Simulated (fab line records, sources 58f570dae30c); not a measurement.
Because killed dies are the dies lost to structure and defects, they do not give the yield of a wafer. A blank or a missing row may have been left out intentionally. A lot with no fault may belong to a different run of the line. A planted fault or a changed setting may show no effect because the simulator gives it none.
Chamber matching :: flow berkeley-cmos170 :: UCB170_GATE_ETCH_14 on rie-diel-04 has 4 sister chambers
The step etches BARC in N2/H2. 4 wafers are shown with their chamber, then 8 later ones without.

## EACH WAFER AND ITS CHAMBER
wafer: L494.1
chamber: 1
drypump-motor-current-A (A): 5.0

wafer: L494.2
chamber: 2
drypump-motor-current-A (A): 5.7

wafer: L494.5
chamber: 3
drypump-motor-current-A (A): 6.7

wafer: L507.1
chamber: 0
drypump-motor-current-A (A): 6.0

## WAFERS WHOSE CHAMBER IS MISSING
wafer: L507.2
drypump-motor-current-A (A): 5.0

wafer: L507.6
drypump-motor-current-A (A): 6.0

wafer: L506.3
drypump-motor-current-A (A): 6.0

wafer: L506.4
drypump-motor-current-A (A): 6.6

wafer: L506.5
drypump-motor-current-A (A): 6.0

wafer: L508.1
drypump-motor-current-A (A): 6.7

wafer: L508.4
drypump-motor-current-A (A): 6.0

wafer: L508.5
drypump-motor-current-A (A): 6.0

## THE CHAMBER EACH PASSED THROUGH
wafer: L507.2
from the rows above: 1
in truth: 1

wafer: L507.6
from the rows above: 0
in truth: 0

wafer: L506.3
from the rows above: 0
in truth: 0

wafer: L506.4
from the rows above: 3
in truth: 3

wafer: L506.5
from the rows above: 0
in truth: 0

wafer: L508.1
from the rows above: 3
in truth: 3

wafer: L508.4
from the rows above: 0
in truth: 0

wafer: L508.5
from the rows above: 0
in truth: 0
Placed correctly: 8 of 8. From these rows, 0 cannot be placed. Wrongly placed: 0.
How it was worked out, from the rows above alone: a wafer's distance from a chamber is the root of the sum, over the readings, of the square of ((its reading less the chamber's mean) divided by the reading's scatter). The wafer belongs to the nearest chamber; if the next one is less than 2 further off, it can't be placed. The mean given for a chamber averages the wafers shown for that chamber. The scatter (one wafer shown for each chamber): square how far every hidden wafer sits from the nearest shown wafer, average those squares and take the square root.
